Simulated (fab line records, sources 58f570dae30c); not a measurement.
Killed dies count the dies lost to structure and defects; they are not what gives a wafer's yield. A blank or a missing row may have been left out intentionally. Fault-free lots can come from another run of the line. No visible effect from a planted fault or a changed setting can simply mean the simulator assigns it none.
8D (eight disciplines) problem report, filled in by code | flow berkeley_cmos170 | the parts of the form that need people (team, actions taken, sign-off) are left out

## 1. THE ISSUE
Wafers without a fault read 158.2 s, standard deviation 0.73; run_length_s at UCB170_M1_METAL_ETCH_12 reads a mean of 149.3 s on 4 wafers belonging to 2 lots. Measured from the usual mean, that is -12 standard deviations.
The step: etches Al in Cl2/BCl3, stops on PSG, target depth 780 nm, time 130 s.
First observed at day 9 14:43: wafer L193.1, on rie_metal-03. The record holds 18 wafers of 6 lots with a number at this step. By rule, "out" or "out of limits" means more than 4 standard deviations away from the usual mean. All remaining wafers that have a number are taken as sound.

## 2. WHAT IT IS AND WHAT IT IS NOT
question                    | is                             | is not
which readings at this step | run_length_s, oes_product_au   | drypump_motor_current_A, he_backside_leak_sccm, throttle_valve_pct
which lots                  | L193, L195                     | L191, L196, L203, L207
which wafers of those lots  | L193.1, L193.6, L195.2, L195.4 | L193.2, L195.6
read on which tools         | rie_metal-03                   | rie_metal-01, rie_metal-02
when                        | from day 9 14:43               | up to then (4 sound wafers); but 10 sound wafers of L195, L196, L203, L207 came after

## 3. WHAT RULES OUT EACH SUSPECT
Counting: a tool at a process step up to the reading stays a suspect if it ran every lot that is out. Sound lots after the first of them don't rule it out here, since some wafers of a struck lot are sound.
- pvd_sputter-01 at UCB170_M1_SPUTTER_00 (material Al, target thk 600 nm, time 80 s): kept. It ran every lot that is out, first L193 (day 9 13:26).
- rie_metal-03 at UCB170_M1_METAL_ETCH_12 (etches Al in Cl2/BCl3, stops on PSG, target depth 780 nm, time 130 s): kept. It ran every lot that is out, first L193 (day 9 14:43); its last sound lot up to then is L191 (day 9 05:34). On those wafers its own readings are out: oes_product_au, run_length_s.
- Within rie_metal-03 at UCB170_M1_METAL_ETCH_12, the wafers that are out were processed in chamber 1 and their sound lot-mates in chamber 0.
After counting, pvd_sputter-01 at UCB170_M1_SPUTTER_00 and rie_metal-03 at UCB170_M1_METAL_ETCH_12 remain.

## 4. THE CAUSE (what the simulator had put in)
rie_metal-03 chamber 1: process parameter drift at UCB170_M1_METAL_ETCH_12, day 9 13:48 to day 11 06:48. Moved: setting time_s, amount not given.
2 suspects survive the count, and this tool is in that group.

## 5. THE EFFECT CHAIN, in route order
Each row: a reading where the mean over the struck wafers with a number is more than 3 standard deviations away from the usual. Only readings whose record carries a usual standard deviation are examined. hours: median over the lots of the time between each lot's start at the first step of this table that gives one and its start at this step. sigmas: the change, counted in usual standard deviations.
hours | step                    | reading        | usual      | on struck wafers | change | sigmas
0     | UCB170_M1_METAL_ETCH_12 | oes_product_au | 0.852 a.u. | 0.917            | +0.065 | +5.4
0     | UCB170_M1_METAL_ETCH_12 | run_length_s   | 158.2 s    | 149.3            | -8.9   | -12
It contains these process steps:
- UCB170_M1_METAL_ETCH_12: etches Al in Cl2/BCl3, stops on PSG, target depth 780 nm, time 130 s.
Readings that are blank on the struck wafers while sound wafers have them: rf_fwd_power_W at UCB170_M1_METAL_ETCH_12.

## 6. HOW IT WOULD HAVE BEEN CAUGHT EARLIER
In this record the first reading out of limits was taken at day 9 14:43, 1 hour after the fault began at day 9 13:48.
